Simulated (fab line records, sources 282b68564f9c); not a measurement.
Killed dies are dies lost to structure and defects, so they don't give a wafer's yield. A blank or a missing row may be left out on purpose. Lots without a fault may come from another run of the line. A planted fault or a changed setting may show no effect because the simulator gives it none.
Tool commonality check | flow rit_cmos | 14 lots, 42 wafers sampled

WHY IT WAS OPENED
At RIT_SDANNEAL_RS_MEAS_04 the reading PSD_RS is flagged on 2 of 14 lots. Wafers without a fault read 115.93 ohm/sq, standard deviation 0.3.
Rule: a lot is flagged when every wafer of it that has a number lies more than 4 standard deviations from that mean, or none has a number. The other lots count as sound.

lot  | measured    | on            | PSD_RS (ohm/sq), wafer by wafer | flag
L278 | day 3 13:30 | film_metro-02 | 115.97 115.86 116.16            |
L280 | day 3 23:12 | film_metro-01 | 116.40 116.18 116.05            |
L281 | day 4 01:45 | film_metro-02 | 116.08 116.15 115.92            |
L282 | day 4 07:01 | film_metro-02 | 115.88 115.90 115.88            |
L283 | day 4 13:34 | film_metro-01 | 116.31 116.08 116.12            |
L285 | day 5 02:47 | film_metro-01 | 115.85 116.08 116.00            |
L286 | day 5 05:17 | film_metro-02 | 115.85 115.74 115.76            |
L287 | day 5 09:58 | film_metro-01 | 115.64 115.56 116.09            |
L289 | day 5 18:52 | film_metro-01 | 115.97 115.92 116.01            |
L290 | day 5 23:46 | film_metro-01 | 115.84 115.61 115.84            |
L293 | day 6 14:42 | film_metro-01 | 127.75 128.07 128.00            | FLAGGED
L295 | day 6 22:59 | film_metro-04 | 127.70 127.95 127.87            | FLAGGED
L298 | day 7 14:21 | film_metro-01 | 115.94 115.65 116.13            |
L300 | day 8 01:22 | film_metro-02 | 115.48 115.58 115.53            |
The numbers of the flagged lots are 127.89 ohm/sq on average: +11.96 ohm/sq against the usual, or +40 standard deviations.

WHICH TOOL RAN EACH LOT
The record holds 1 process step before the reading, out of a route of 202 steps. In each cell: the tool, then ch and the chambers that the sampled wafers went through, then the start.
lot  | flag    | RIT_SDANNEAL_RTA_03
L278 |         | rtp_anneal-01 ch 0, day 3 13:26
L280 |         | rtp_anneal-01 ch 0, day 3 23:08
L281 |         | rtp_anneal-02 ch 0, day 4 01:41
L282 |         | rtp_anneal-01 ch 0, day 4 06:57
L283 |         | rtp_anneal-02 ch 0, day 4 13:31
L285 |         | rtp_anneal-02 ch 0, day 5 02:43
L286 |         | rtp_anneal-01 ch 0, day 5 05:14
L287 |         | rtp_anneal-02 ch 0, day 5 09:53
L289 |         | rtp_anneal-02 ch 0, day 5 18:49
L290 |         | rtp_anneal-01 ch 0, day 5 23:42
L293 | FLAGGED | rtp_anneal-02 ch 0, day 6 14:38
L295 | FLAGGED | rtp_anneal-02 ch 0, day 6 22:55
L298 |         | rtp_anneal-01 ch 0, day 7 14:16
L300 |         | rtp_anneal-01 ch 0, day 8 01:19
What these steps do:
- RIT_SDANNEAL_RTA_03: time 5 s.
- RIT_SDANNEAL_RS_MEAS_04: measures by four-point-probe.

FLAGGED OVER TOTAL, TOOL BY TOOL (the gauges that took the reading come last)
step                    | tool          | lots run | flagged | share of the flagged lots | sound lots run after its first flagged lot
RIT_SDANNEAL_RTA_03     | rtp_anneal-01 | 7        | 0       | none                      | -
RIT_SDANNEAL_RTA_03     | rtp_anneal-02 | 7        | 2       | all                       | 0
RIT_SDANNEAL_RS_MEAS_04 | film_metro-01 | 8        | 1       | some                      | 1 (L298)
RIT_SDANNEAL_RS_MEAS_04 | film_metro-02 | 5        | 0       | none                      | -
RIT_SDANNEAL_RS_MEAS_04 | film_metro-04 | 1        | 1       | some                      | 0

WHAT THE TABLE ALLOWS
1 row of the table ran every flagged lot: rtp_anneal-02 at RIT_SDANNEAL_RTA_03.
- rtp_anneal-02 at RIT_SDANNEAL_RTA_03: 2 of its 7 lots flagged. Its last sound lot is L289 (day 5 18:49), its first flagged lot L293 (day 6 14:38): a fault that began between those two fits.
One tool is left: rtp_anneal-02 at RIT_SDANNEAL_RTA_03.

WHAT THE SIMULATOR HAD PUT IN
Process parameter drift: rtp_anneal-02, from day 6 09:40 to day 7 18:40, at RIT_SDANNEAL_RTA_03. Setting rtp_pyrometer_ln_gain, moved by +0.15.
Lots struck among those shown: L293, L295. The rule above found the same.
